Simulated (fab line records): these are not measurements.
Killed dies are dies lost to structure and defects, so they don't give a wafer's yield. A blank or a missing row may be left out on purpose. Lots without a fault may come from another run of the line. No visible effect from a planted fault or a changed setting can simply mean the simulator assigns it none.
fab line records | flow ritCmos
[record] lots = 16 | wafers = 48 | lastDay = 7
route steps=202 shown NSD@141 SILICIDE@165 CONTACT@173 M1@202
lots untouched by any fault: they come from a run of this same line in which no faults occurred
startH: start of the lot's first displayed wafer, in hours after the record's first day | waitH: hours since the lot's step before | " unchanged from the row above | L1.1+2: a single row standing in for several wafers | - no value, or no start given | * or withheld: withheld | < > ~ a bound
route shown NAME@n: names a module that has steps shown in the file, with the first one's number in the route | usual: mean/standard deviation of fault-free wafers | same: alike in all rows | chamber/n: place in a boat | sites: the reading at each site | _std_site: standard deviation of those values | _edge_site: mean of outer sites minus mean of inner sites | radiusMm: for every site, how far away it sits from the centre of the wafer | mask NAME#n: copy n | behind: tool/chamber where the wafer was last shaped | hold: the reason the lot was held/the length of the hold in hours/how it ended | device: the n, p or np transistor that did not switch | end of line: the route-end tests of the same wafers | where a step has no rows: the recipe by itself | killed: count of dies lost to structure and defects at first sort (not the wafer's yield) | map: a wafer's dies, marking killed ones x, the rest . and places with no die _
set.NAME: the setting the step ran with; set.NAME@STEP: the setting that earlier step ran with | model.NAME: the simulator's own value behind a step, which no gauge read
one table for each step of the route and one row for each wafer, over a sample of lots
services: the hour from which a tool's chamber was out of use, counted from the record's first day as startH (under 0 if before that day), plus the number of hours and why
[[steps]]
[step RIT_NSD_TW_MEAS_10]
[usual] NSD_TW = 3112/44
lot.wafer | tool         | chamber | startH | waitH | NSD_TW
L378.1    | filmMetro-04 | -       | 49.58  | 0.1   | 3150
L378.4    | "            | -       | "      | "     | 3142
L378.6    | "            | -       | "      | "     | 3135
L379.1    | filmMetro-04 | -       | 58.38  | 0.1   | 3144
L379.2    | "            | -       | "      | "     | 3110
L379.4    | "            | -       | "      | "     | 3134
L380.1    | filmMetro-04 | -       | 62.65  | 0.1   | 3134
L380.2    | "            | -       | "      | "     | 3140
L380.5    | "            | -       | "      | "     | 3143
L381.2    | filmMetro-04 | -       | 67.16  | 0.1   | 3128
L381.4    | "            | -       | "      | "     | 3134
L381.6    | "            | -       | "      | "     | 3148
L383.1    | filmMetro-03 | -       | 78.71  | 0.1   | 3062
L383.5    | "            | -       | "      | "     | 3074
L383.6    | "            | -       | "      | "     | 3092
L384.1    | filmMetro-03 | -       | 79.20  | 0.1   | 3067
L384.3    | "            | -       | "      | "     | 3075
L384.6    | "            | -       | "      | "     | 3076
L386.2    | filmMetro-04 | -       | 92.94  | 0.1   | 3161
L386.4    | "            | -       | "      | "     | 3135
L386.6    | "            | -       | "      | "     | 3152
L387.1    | filmMetro-04 | -       | 96.56  | 0.1   | 3128
L387.3    | "            | -       | "      | "     | 3145
L387.5    | "            | -       | "      | "     | 3148
L388.2    | filmMetro-03 | -       | 100.45 | 0.1   | 3057
L388.3    | "            | -       | "      | "     | 3073
L388.4    | "            | -       | "      | "     | 3077
L389.1    | filmMetro-03 | -       | 105.74 | 0.1   | 3067
L389.4    | "            | -       | "      | "     | 3066
L389.6    | "            | -       | "      | "     | 3059
L393.3    | filmMetro-03 | -       | 126.25 | 0.1   | 3065
L393.4    | "            | -       | "      | "     | 3068
L393.6    | "            | -       | "      | "     | 3054
L394.1    | filmMetro-04 | -       | 129.61 | 0.1   | 3168
L394.2    | "            | -       | "      | "     | 3159
L394.5    | "            | -       | "      | "     | 3156
L395.1    | filmMetro-02 | -       | 137.06 | 0.1   | 3156
L395.4    | "            | -       | "      | "     | 3169
L395.6    | "            | -       | "      | "     | 3167
L396.1    | filmMetro-03 | -       | 141.30 | 0.1   | 3049
L396.4    | "            | -       | "      | "     | 3066
L396.5    | "            | -       | "      | "     | 3053
L397.3    | filmMetro-03 | -       | 144.90 | 0.1   | 3075
L397.4    | "            | -       | "      | "     | 3073
L397.5    | "            | -       | "      | "     | 3067
L398.1    | filmMetro-04 | -       | 152.14 | 0.1   | 3185
L398.2    | "            | -       | "      | "     | 3136
L398.3    | "            | -       | "      | "     | 3158
[step RIT_SILICIDE_RTA_04]
[recipe] tempC = 650 | timeS = 10 | idleTempC = 25 | rampUpS = 5 | rampDownS = 5 | coolToC = 25 | ambient = N2
[usual] wafer_temp_C_max = 652.3/0.64
[same] timeS = 10
lot.wafer | tool         | chamber | startH | waitH | wafer_temp_C_max
L378.1    | rtpAnneal-01 | 0       | 52.50  | 0.1   | 652.0
L378.4    | "            | 0       | "      | "     | 651.9
L378.6    | "            | 0       | "      | "     | 652.1
L379.1    | rtpAnneal-01 | 0       | 61.13  | 0.1   | 652.1
L379.2    | "            | 0       | "      | "     | 651.7
L379.4    | "            | 0       | "      | "     | 652.5
L380.1    | rtpAnneal-02 | 0       | 65.38  | 0.1   | 652.4
L380.2    | "            | 0       | "      | "     | 652.6
L380.5    | "            | 0       | "      | "     | 652.9
L381.2    | rtpAnneal-01 | 0       | 69.91  | 0.1   | 652.0
L381.4    | "            | 0       | "      | "     | 652.5
L381.6    | "            | 0       | "      | "     | 652.3
L383.1    | rtpAnneal-02 | 0       | 81.53  | 0.1   | 652.2
L383.5    | "            | 0       | "      | "     | 652.2
L383.6    | "            | 0       | "      | "     | 652.3
L384.1    | rtpAnneal-02 | 0       | 82.09  | 0.1   | 652.2
L384.3    | "            | 0       | "      | "     | 652.0
L384.6    | "            | 0       | "      | "     | 652.8
L386.2    | rtpAnneal-02 | 0       | 95.79  | 0.1   | 652.7
L386.4    | "            | 0       | "      | "     | 653.1
L386.6    | "            | 0       | "      | "     | 652.8
L387.1    | rtpAnneal-01 | 0       | 99.87  | 0.1   | 651.6
L387.3    | "            | 0       | "      | "     | 651.9
L387.5    | "            | 0       | "      | "     | 652.1
L388.2    | rtpAnneal-02 | 0       | 103.77 | 0.1   | 653.5
L388.3    | "            | 0       | "      | "     | 653.5
L388.4    | "            | 0       | "      | "     | 652.5
L389.1    | rtpAnneal-01 | 0       | 108.50 | 0.1   | 651.7
L389.4    | "            | 0       | "      | "     | 651.9
L389.6    | "            | 0       | "      | "     | 652.2
L393.3    | rtpAnneal-01 | 0       | 129.11 | 0.1   | 651.8
L393.4    | "            | 0       | "      | "     | 651.7
L393.6    | "            | 0       | "      | "     | 651.9
L394.1    | rtpAnneal-02 | 0       | 132.57 | 0.1   | 652.4
L394.2    | "            | 0       | "      | "     | 652.6
L394.5    | "            | 0       | "      | "     | 652.5
L395.1    | rtpAnneal-01 | 0       | 139.92 | 0.1   | 652.7
L395.4    | "            | 0       | "      | "     | 652.3
L395.6    | "            | 0       | "      | "     | 651.1
L396.1    | rtpAnneal-02 | 0       | 144.04 | 0.1   | 652.8
L396.4    | "            | 0       | "      | "     | 653.1
L396.5    | "            | 0       | "      | "     | 652.2
L397.3    | rtpAnneal-01 | 0       | 147.99 | 0.1   | 652.2
L397.4    | "            | 0       | "      | "     | 652.1
L397.5    | "            | 0       | "      | "     | 651.9
L398.1    | rtpAnneal-02 | 0       | 155.06 | 0.1   | 652.7
L398.2    | "            | 0       | "      | "     | 652.3
L398.3    | "            | 0       | "      | "     | 653.1
[step RIT_CONTACT_EXPOSE_05]
[recipe] maskId = M11 | na = 0.6 | sourceShape = conventional | sigmaOuter = 0.5 | targetCdNm = 1000 | doseMj = 250
lot.wafer  | tool            | chamber | startH | waitH | mask
L378.1+4+6 | ilineStepper-01 | 0       | 53.24  | 0.1   | M11#0
L379.1+2+4 | ilineStepper-01 | 0       | 61.87  | 0.1   | M11#0
L380.1+2+5 | ilineStepper-02 | 0       | 66.24  | 0.2   | M11#0
L381.2+4+6 | ilineStepper-02 | 0       | 70.66  | 0.1   | M11#0
L383.1+5+6 | ilineStepper-01 | 0       | 82.39  | 0.2   | M11#0
L384.1+3+6 | ilineStepper-02 | 0       | 82.95  | 0.2   | M11#0
L386.2+4+6 | ilineStepper-01 | 0       | 96.66  | 0.2   | M11#0
L387.1+3+5 | ilineStepper-02 | 0       | 100.79 | 0.2   | M11#0
L388.2+3+4 | ilineStepper-02 | 0       | 104.52 | 0.1   | M11#0
L389.1+4+6 | ilineStepper-01 | 0       | 109.37 | 0.2   | M11#0
L393.3+4+6 | ilineStepper-01 | 0       | 129.87 | 0.1   | M11#0
L394.1+2+5 | ilineStepper-02 | 0       | 133.43 | 0.2   | M11#0
L395.1+4+6 | ilineStepper-01 | 0       | 140.87 | 0.2   | M11#0
L396.1+4+5 | ilineStepper-01 | 0       | 144.78 | 0.1   | M11#0
L397.3+4+5 | ilineStepper-02 | 0       | 148.87 | 0.2   | M11#0
L398.1+2+3 | ilineStepper-01 | 0       | 155.96 | 0.2   | M11#0
[step RIT_CONTACT_OVL_MEAS_09]
[usual] CONTACT_OVL = 0.7/1.3
lot.wafer | tool       | chamber | startH | waitH | CONTACT_OVL[nm]
L378.1    | overlay-01 | -       | 53.87  | 0.1   | 0.9
L378.4    | "          | -       | "      | "     | 1.2
L378.6    | "          | -       | "      | "     | -0.7
L379.1    | overlay-02 | -       | 62.50  | 0.1   | 1.3
L379.2    | "          | -       | "      | "     | 3.0
L379.4    | "          | -       | "      | "     | 2.0
L380.1    | overlay-02 | -       | 66.88  | 0.1   | 1.1
L380.2    | "          | -       | "      | "     | 1.6
L380.5    | "          | -       | "      | "     | -0.4
L381.2    | overlay-01 | -       | 71.28  | 0.1   | 2.4
L381.4    | "          | -       | "      | "     | 2.5
L381.6    | "          | -       | "      | "     | 1.7
L383.1    | overlay-02 | -       | 83.03  | 0.1   | 2.4
L383.5    | "          | -       | "      | "     | 2.2
L383.6    | "          | -       | "      | "     | 2.5
L384.1    | overlay-02 | -       | 83.59  | 0.1   | 0.9
L384.3    | "          | -       | "      | "     | 1.2
L384.6    | "          | -       | "      | "     | 1.4
L386.2    | overlay-01 | -       | 97.37  | 0.1   | -1.6
L386.4    | "          | -       | "      | "     | -0.8
L386.6    | "          | -       | "      | "     | 1.4
L387.1    | overlay-01 | -       | 101.43 | 0.1   | 1.2
L387.3    | "          | -       | "      | "     | 2.1
L387.5    | "          | -       | "      | "     | 1.6
L388.2    | overlay-01 | -       | 105.14 | 0.1   | 0.2
L388.3    | "          | -       | "      | "     | -0.4
L388.4    | "          | -       | "      | "     | 0.5
L389.1    | overlay-02 | -       | 110.00 | 0.1   | 1.1
L389.4    | "          | -       | "      | "     | -0.1
L389.6    | "          | -       | "      | "     | -0.4
L393.3    | overlay-02 | -       | 130.47 | 0.1   | 130.0
L393.4    | "          | -       | "      | "     | 130.9
L393.6    | "          | -       | "      | "     | 132.3
L394.1    | overlay-02 | -       | 134.06 | 0.1   | 0.5
L394.2    | "          | -       | "      | "     | 2.9
L394.5    | "          | -       | "      | "     | 0.7
L395.1    | overlay-01 | -       | 141.51 | 0.1   | 130.9
L395.4    | "          | -       | "      | "     | 130.0
L395.6    | "          | -       | "      | "     | 129.7
L396.1    | overlay-02 | -       | 145.57 | 0.1   | 132.5
L396.4    | "          | -       | "      | "     | 130.8
L396.5    | "          | -       | "      | "     | 132.6
L397.3    | overlay-02 | -       | 149.48 | 0.1   | 1.2
L397.4    | "          | -       | "      | "     | 1.6
L397.5    | "          | -       | "      | "     | 1.0
L398.1    | overlay-01 | -       | 156.60 | 0.1   | 129.9
L398.2    | "          | -       | "      | "     | 129.0
L398.3    | "          | -       | "      | "     | 129.6
[step RIT_CONTACT_STRIP_12]
[recipe] chemistry = O2 | timeS = 180 | resist = NOVOLAK | platenTempC = withheld | powerW = 500 | pressureMtorr = 4000 | o2FlowSccm = 4000
[usual] drypumpMotorCurrentA = 5.7/0.4
[same] timeS = 180
lot.wafer | tool           | chamber | startH | waitH | drypumpMotorCurrentA | rfHoursCounterH
L378.1    | plasmaAsher-01 | 0       | 54.25  | 0.1   | 5.7                  | 40
L378.4    | "              | 1       | "      | "     | 5.1                  | -
L378.6    | "              | 0       | "      | "     | 5.7                  | -
L379.1    | plasmaAsher-04 | 1       | 62.88  | 0.1   | 5.3                  | 44
L379.2    | "              | 0       | "      | "     | 6.0                  | 44
L379.4    | "              | 1       | "      | "     | 5.3                  | -
L380.1    | plasmaAsher-04 | 0       | 67.38  | 0.1   | 6.0                  | 44
L380.2    | "              | 1       | "      | "     | 5.3                  | 44
L380.5    | "              | 0       | "      | "     | 6.0                  | -
L381.2    | plasmaAsher-01 | 0       | 71.66  | 0.1   | 5.7                  | 43
L381.4    | "              | 0       | "      | "     | 5.7                  | -
L381.6    | "              | 0       | "      | "     | 5.7                  | -
L383.1    | plasmaAsher-03 | 1       | 83.41  | 0.1   | 6.3                  | 28
L383.5    | "              | 0       | "      | "     | 5.9                  | -
L383.6    | "              | 1       | "      | "     | 6.3                  | -
L384.1    | plasmaAsher-04 | 1       | 83.97  | 0.1   | 5.3                  | 46
L384.3    | "              | 0       | "      | "     | 6.0                  | -
L384.6    | "              | 1       | "      | "     | 5.3                  | -
L386.2    | plasmaAsher-03 | 0       | 97.81  | 0.1   | 5.8                  | 29
L386.4    | "              | 1       | "      | "     | 6.3                  | -
L386.6    | "              | 0       | "      | "     | 5.9                  | -
L387.1    | plasmaAsher-01 | 0       | 101.81 | 0.1   | 5.7                  | 46
L387.3    | "              | 1       | "      | "     | 5.1                  | -
L387.5    | "              | 1       | "      | "     | 5.0                  | -
L388.2    | plasmaAsher-04 | 0       | 105.51 | 0.1   | 6.0                  | 48
L388.3    | "              | 1       | "      | "     | 5.3                  | -
L388.4    | "              | 0       | "      | "     | 6.0                  | -
L389.1    | plasmaAsher-03 | 0       | 110.39 | 0.1   | 5.9                  | 30
L389.4    | "              | 0       | "      | "     | 5.9                  | -
L389.6    | "              | 0       | "      | "     | 5.9                  | -
L393.3    | plasmaAsher-04 | 0       | 131.03 | 0.2   | 6.0                  | -
L393.4    | "              | 1       | "      | "     | 5.4                  | -
L393.6    | "              | 1       | "      | "     | 5.3                  | -
L394.1    | plasmaAsher-03 | 0       | 134.44 | 0.1   | 5.9                  | 33
L394.2    | "              | 1       | "      | "     | 6.3                  | 33
L394.5    | "              | 1       | "      | "     | 6.3                  | -
L395.1    | plasmaAsher-01 | 0       | 141.89 | 0.1   | 5.7                  | 50
L395.4    | "              | 1       | "      | "     | 5.1                  | -
L395.6    | "              | 1       | "      | "     | 5.1                  | -
L396.1    | plasmaAsher-03 | 0       | 146.03 | 0.1   | 5.8                  | 34
L396.4    | "              | 0       | "      | "     | 5.9                  | -
L396.5    | "              | 0       | "      | "     | 5.9                  | -
L397.3    | plasmaAsher-04 | 1       | 149.91 | 0.2   | 5.3                  | -
L397.4    | "              | 0       | "      | "     | 6.0                  | -
L397.5    | "              | 0       | "      | "     | 6.0                  | -
L398.1    | plasmaAsher-03 | 0       | 156.98 | 0.1   | 5.8                  | 35
L398.2    | "              | 1       | "      | "     | 6.3                  | 35
L398.3    | "              | 0       | "      | "     | 5.9                  | -
[step RIT_M1_PROBE_99]
[usual] killedAtContacts = 0.1/0.27 | killedAtFrontEnd = 6.7/2.9 | killedDies = 6.7/2.9 | killedOpen = 3.4/1.8 | killedShort = 3.3/2.2
[same] grossDies = 264 | killed_at_M0_to_M3 = 0 | killed_at_M4_up = 0 | killedAtBackSide = 0 | killedAtOther = 0
lot.wafer | tool      | chamber | startH | waitH | killedAtContacts | killedAtFrontEnd | killedDies | killedOpen | killedShort
L378.1    | prober-02 | -       | 59.05  | 0.1   | 0                | 12               | 12         | 6          | 6
L378.4    | prober-02 | -       | 59.20  | 0.2   | 1                | 7                | 8          | 4          | 4
L378.6    | prober-02 | -       | 59.30  | 0.2   | 0                | 6                | 6          | 4          | 2
L379.1    | prober-01 | -       | 67.75  | 0.1   | 0                | 5                | 5          | 3          | 2
L379.2    | prober-01 | -       | 67.80  | 0.1   | 0                | 4                | 4          | 2          | 2
L379.4    | prober-01 | -       | 67.90  | 0.2   | 0                | 5                | 5          | 3          | 2
L380.1    | prober-02 | -       | 72.20  | 0.1   | 0                | 4                | 4          | 1          | 3
L380.2    | prober-02 | -       | 72.25  | 0.1   | 0                | 5                | 5          | 2          | 1
L380.5    | prober-02 | -       | 72.40  | 0.2   | 0                | 6                | 6          | 6          | 0
L381.2    | prober-01 | -       | 76.40  | 0.1   | 0                | 7                | 7          | 3          | 4
L381.4    | prober-01 | -       | 76.50  | 0.2   | 0                | 6                | 6          | 5          | 1
L381.6    | prober-01 | -       | 76.60  | 0.2   | 0                | 6                | 6          | 3          | 3
L383.1    | prober-01 | -       | 88.22  | 0.1   | 0                | 10               | 10         | 4          | 6
L383.5    | prober-01 | -       | 88.42  | 0.2   | 1                | 6                | 7          | 6          | 1
L383.6    | prober-01 | -       | 88.47  | 0.2   | 0                | 2                | 2          | 2          | 0
L384.1    | prober-02 | -       | 89.72  | 0.1   | 0                | 10               | 10         | 4          | 6
L384.3    | prober-02 | -       | 89.82  | 0.2   | 0                | 10               | 10         | 3          | 7
L384.6    | prober-02 | -       | 89.97  | 0.2   | 0                | 12               | 12         | 7          | 5
L386.2    | prober-02 | -       | 105.51 | 0.1   | 0                | 8                | 8          | 2          | 6
L386.4    | prober-02 | -       | 105.61 | 0.2   | 0                | 9                | 9          | 3          | 6
L386.6    | prober-02 | -       | 105.71 | 0.2   | 1                | 8                | 9          | 6          | 3
L387.1    | prober-02 | -       | 106.96 | 0.1   | 0                | 7                | 7          | 3          | 4
L387.3    | prober-02 | -       | 107.06 | 0.2   | 0                | 4                | 4          | 4          | 0
L387.5    | prober-02 | -       | 107.16 | 0.2   | 0                | 6                | 6          | 3          | 3
L388.2    | prober-01 | -       | 110.64 | 0.1   | 0                | 10               | 10         | 4          | 6
L388.3    | prober-01 | -       | 110.69 | 0.2   | 0                | 5                | 5          | 4          | 1
L388.4    | prober-01 | -       | 110.74 | 0.2   | 0                | 7                | 7          | 2          | 5
L389.1    | prober-02 | -       | 115.52 | 0.1   | 1                | 3                | 4          | 1          | 2
L389.4    | prober-02 | -       | 115.67 | 0.2   | 0                | 6                | 6          | 1          | 5
L389.6    | prober-02 | -       | 115.77 | 0.2   | 0                | 7                | 7          | 4          | 3
L393.3    | prober-02 | -       | 135.85 | 0.2   | 0                | 5                | 5          | 2          | 3
L393.4    | prober-02 | -       | 135.90 | 0.2   | 0                | 8                | 8          | 3          | 5
L393.6    | prober-02 | -       | 136.00 | 0.2   | 0                | 7                | 7          | 5          | 2
L394.1    | prober-01 | -       | 139.26 | 0.1   | 0                | 8                | 8          | 1          | 7
L394.2    | prober-01 | -       | 139.31 | 0.1   | 0                | 4                | 4          | 3          | 1
L394.5    | prober-01 | -       | 139.46 | 0.2   | 0                | 11               | 11         | 5          | 5
L395.1    | prober-02 | -       | 146.67 | 0.1   | 1                | 5                | 6          | 1          | 5
L395.4    | prober-02 | -       | 146.82 | 0.2   | 0                | 10               | 10         | 4          | 6
L395.6    | prober-02 | -       | 146.92 | 0.2   | 1                | 3                | 4          | 1          | 3
L396.1    | prober-01 | -       | 150.69 | 0.1   | 0                | 9                | 9          | 6          | 3
L396.4    | prober-01 | -       | 150.84 | 0.2   | 0                | 3                | 3          | 2          | 1
L396.5    | prober-01 | -       | 150.89 | 0.2   | 0                | 5                | 5          | 4          | 1
L397.3    | prober-02 | -       | 154.74 | 0.2   | 0                | 6                | 6          | 2          | 4
L397.4    | prober-02 | -       | 154.79 | 0.2   | 0                | 4                | 4          | 2          | 2
L397.5    | prober-02 | -       | 154.84 | 0.2   | 0                | 5                | 5          | 3          | 2
L398.1    | prober-01 | -       | 161.84 | 0.1   | 0                | 7                | 7          | 2          | 5
L398.2    | prober-01 | -       | 161.89 | 0.1   | 1                | 13               | 14         | 2          | 12
L398.3    | prober-01 | -       | 161.94 | 0.2   | 0                | 7                | 7          | 2          | 5
// killed by level:class
L378.1 REOX:geometricParticle:short=4 REOX:geometricParticle:open=2 GATE:geometricParticle:open=2 FOX1:geometricParticle:open=1 GATE:geometricParticle:short=1 SPACER:geometricParticle:short=1 SPACER:geometricParticle:open=1
L378.4 GATE:geometricParticle:open=2 GATE:geometricParticle:short=2 FOX1:geometricParticle:open=1 FOX2:geometricParticle:open=1 SPACER:geometricParticle:short=1 CONTACT:geometricParticle:short=1
L378.6 GATE:geometricParticle:open=4 FOX1:geometricParticle:short=1 GATE:geometricParticle:short=1
L379.1 FOX1:geometricParticle:open=2 FOX1:geometricParticle:short=1 FOX2:geometricParticle:short=1 GATE:geometricParticle:open=1
L379.2 GATE:geometricParticle:short=1 GATE:geometricParticle:open=1 REOX:geometricParticle:open=1 SILICIDE:geometricParticle:short=1
L379.4 FOX1:geometricParticle:open=3 GATE:geometricParticle:short=2
L380.1 GATE:geometricParticle:short=2 REOX:geometricParticle:short=1 REOX:geometricParticle:open=1
L380.2 PSD:coatMicrobubblePrinted=2 FOX1:geometricParticle:open=1 GATE:geometricParticle:open=1 REOX:geometricParticle:short=1
L380.5 FOX1:geometricParticle:open=3 GATE:geometricParticle:open=2 FOX2:geometricParticle:open=1
L381.2 REOX:geometricParticle:short=2 REOX:geometricParticle:open=2 GATE:geometricParticle:short=1 SILICIDE:geometricParticle:short=1 SILICIDE:geometricParticle:open=1
L381.4 SILICIDE:geometricParticle:open=3 FOX2:geometricParticle:open=1 GATE:geometricParticle:open=1 SILICIDE:geometricParticle:short=1
L381.6 REOX:geometricParticle:open=2 REOX:geometricParticle:short=2 SILICIDE:geometricParticle:short=1 SILICIDE:geometricParticle:open=1
L383.1 GATE:geometricParticle:short=5 GATE:geometricParticle:open=3 FOX1:geometricParticle:open=1 SILICIDE:geometricParticle:short=1
L383.5 GATE:geometricParticle:open=4 FOX2:geometricParticle:open=1 GATE:geometricParticle:short=1 CONTACT:geometricParticle:open=1
L383.6 FOX1:geometricParticle:open=1 REOX:geometricParticle:open=1
L384.1 GATE:geometricParticle:short=4 GATE:geometricParticle:open=2 SILICIDE:geometricParticle:short=2 FOX2:geometricParticle:open=1 REOX:geometricParticle:open=1
L384.3 GATE:geometricParticle:open=3 GATE:geometricParticle:short=2 REOX:geometricParticle:short=2 SILICIDE:geometricParticle:short=2 SPACER:geometricParticle:short=1
L384.6 GATE:geometricParticle:open=5 FOX2:geometricParticle:short=3 GATE:geometricParticle:short=2 FOX1:geometricParticle:open=1 REOX:geometricParticle:open=1
L386.2 FOX1:geometricParticle:short=4 FOX1:geometricParticle:open=2 GATE:geometricParticle:short=2
L386.4 GATE:geometricParticle:open=3 GATE:geometricParticle:short=3 FOX1:geometricParticle:short=2 SILICIDE:geometricParticle:short=1
L386.6 FOX1:geometricParticle:open=3 FOX1:geometricParticle:short=1 GATE:geometricParticle:open=1 GATE:geometricParticle:short=1 SPACER:geometricParticle:short=1 SPACER:geometricParticle:open=1 CONTACT:geometricParticle:open=1
L387.1 FOX1:geometricParticle:open=2 FOX1:geometricParticle:short=1 GATE:geometricParticle:short=1 REOX:geometricParticle:open=1 REOX:geometricParticle:short=1 SILICIDE:geometricParticle:short=1
L387.3 GATE:geometricParticle:open=2 FOX1:geometricParticle:open=1 REOX:geometricParticle:open=1
L387.5 SPACER:geometricParticle:short=2 GATE:geometricParticle:short=1 FOX1:geometricParticle:open=1 FOX2:geometricParticle:open=1 SPACER:geometricParticle:open=1
L388.2 GATE:geometricParticle:short=3 FOX1:geometricParticle:short=2 FOX2:geometricParticle:open=1 GATE:geometricParticle:open=1 REOX:geometricParticle:short=1 SPACER:geometricParticle:open=1 SILICIDE:geometricParticle:open=1
L388.3 GATE:geometricParticle:open=2 GATE:geometricParticle:short=1 SPACER:geometricParticle:open=1 SILICIDE:geometricParticle:open=1
L388.4 GATE:geometricParticle:short=2 REOX:geometricParticle:short=2 GATE:geometricParticle:open=1 REOX:geometricParticle:open=1 SILICIDE:geometricParticle:short=1
L389.1 GATE:geometricParticle:short=1 SILICIDE:geometricParticle:short=1 CONTACT:geometricParticle:open=1 PLDD:coatMicrobubblePrinted=1
L389.4 FOX2:geometricParticle:short=1 GATE:geometricParticle:short=1 REOX:geometricParticle:short=1 SPACER:geometricParticle:short=1 SPACER:geometricParticle:open=1 SILICIDE:geometricParticle:short=1
L389.6 SILICIDE:geometricParticle:open=3 FOX2:geometricParticle:short=1 REOX:geometricParticle:short=1 REOX:geometricParticle:open=1 SILICIDE:geometricParticle:short=1
L393.3 FOX1:geometricParticle:short=1 FOX1:geometricParticle:open=1 FOX2:geometricParticle:short=1 SILICIDE:geometricParticle:open=1 SILICIDE:geometricParticle:short=1
L393.4 GATE:geometricParticle:short=3 SILICIDE:geometricParticle:open=2 FOX1:geometricParticle:short=1 FOX1:geometricParticle:open=1 SILICIDE:geometricParticle:short=1
L393.6 SILICIDE:geometricParticle:open=2 FOX1:geometricParticle:open=1 FOX1:geometricParticle:short=1 GATE:geometricParticle:open=1 SPACER:geometricParticle:open=1 SILICIDE:geometricParticle:short=1
L394.1 GATE:geometricParticle:short=5 REOX:geometricParticle:short=1 SILICIDE:geometricParticle:short=1 SILICIDE:geometricParticle:open=1
L394.2 GATE:geometricParticle:open=2 FOX1:geometricParticle:short=1 FOX2:geometricParticle:open=1
L394.5 GATE:geometricParticle:short=2 REOX:geometricParticle:open=2 SILICIDE:geometricParticle:open=2 FOX2:geometricParticle:short=1 FOX2:geometricParticle:open=1 SPACER:geometricParticle:short=1 SILICIDE:geometricParticle:short=1 PWELL:coatMicrobubblePrinted=1
L395.1 GATE:geometricParticle:short=3 SPACER:geometricParticle:short=1 SILICIDE:geometricParticle:short=1 CONTACT:geometricParticle:open=1
L395.4 GATE:geometricParticle:open=3 SPACER:geometricParticle:short=2 SILICIDE:geometricParticle:short=2 GATE:geometricParticle:short=1 REOX:geometricParticle:short=1 SILICIDE:geometricParticle:open=1
L395.6 FOX1:geometricParticle:short=1 GATE:geometricParticle:short=1 REOX:geometricParticle:short=1 CONTACT:geometricParticle:open=1
L396.1 REOX:geometricParticle:open=3 FOX1:geometricParticle:open=2 REOX:geometricParticle:short=2 GATE:geometricParticle:open=1 SPACER:geometricParticle:short=1
L396.4 FOX1:geometricParticle:open=1 FOX1:geometricParticle:short=1 REOX:geometricParticle:open=1
L396.5 REOX:geometricParticle:open=2 SILICIDE:geometricParticle:open=2 SPACER:geometricParticle:short=1
L397.3 GATE:geometricParticle:short=3 FOX2:geometricParticle:short=1 GATE:geometricParticle:open=1 SILICIDE:geometricParticle:open=1
L397.4 GATE:geometricParticle:short=1 SPACER:geometricParticle:open=1 SPACER:geometricParticle:short=1 SILICIDE:geometricParticle:open=1
L397.5 GATE:geometricParticle:open=2 GATE:geometricParticle:short=1 SPACER:geometricParticle:open=1 SILICIDE:geometricParticle:short=1
L398.1 SPACER:geometricParticle:short=3 GATE:geometricParticle:open=2 GATE:geometricParticle:short=1 REOX:geometricParticle:short=1
L398.2 GATE:geometricParticle:short=4 FOX1:geometricParticle:short=2 REOX:geometricParticle:short=2 SPACER:geometricParticle:short=2 FOX2:geometricParticle:short=1 SPACER:geometricParticle:open=1 SILICIDE:geometricParticle:open=1 CONTACT:geometricParticle:short=1
L398.3 SPACER:geometricParticle:open=2 SPACER:geometricParticle:short=2 FOX1:geometricParticle:short=1 GATE:geometricParticle:short=1 REOX:geometricParticle:short=1
[[services]]
tool            | chamber | startH | hours | kind
plasmaAsher-03  | -       | 31.99  | 31.5  | repair
rtpAnneal-02    | -       | 51.47  | 4.8   | pm
plasmaAsher-03  | -       | 63.47  | 2.8   | pm
plasmaAsher-04  | -       | 108.75 | 9.0   | pm
plasmaAsher-04  | 0       | 108.75 | 9.0   | ventCycle
plasmaAsher-04  | 1       | 108.75 | 9.0   | ventCycle
plasmaAsher-04  | 0       | 117.75 | -     | clean
plasmaAsher-04  | 1       | 117.75 | -     | clean
plasmaAsher-03  | -       | 139.37 | 6.4   | repair
plasmaAsher-01  | -       | 145.12 | 2.8   | pm
ilineStepper-01 | -       | 151.73 | 1.7   | pm
[[key]]
[firstSign] step = RIT_CONTACT_OVL_MEAS_09 | reading = CONTACT_OVL | direction = up | sigmas = 99+ | usual = 0.7 | struck = 130.7
effect none on later readings
metAt RIT_CONTACT_EXPOSE_05
struckLots L393,L395,L396,L398
testerLeftOut L393,L395,L396,L398
notActingAt RIT_NSD_TW_MEAS_10,RIT_SILICIDE_RTA_04,RIT_CONTACT_STRIP_12
onsetBetween 109.37 129.87
[fault] kind = scannerMatchingOverlay | tool = ilineStepper-01 | chamber = - | onsetH = 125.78 | steps = RIT_CONTACT_EXPOSE_05 | offset = 130
// testerLeftOut: of these lots the tester's yield and bins aren't shown, on N5 and GAA mostly nor the transistor test; their killed dies are dies lost to structure and defects alone, not to doping, threshold or leakage, so they don't give the yield
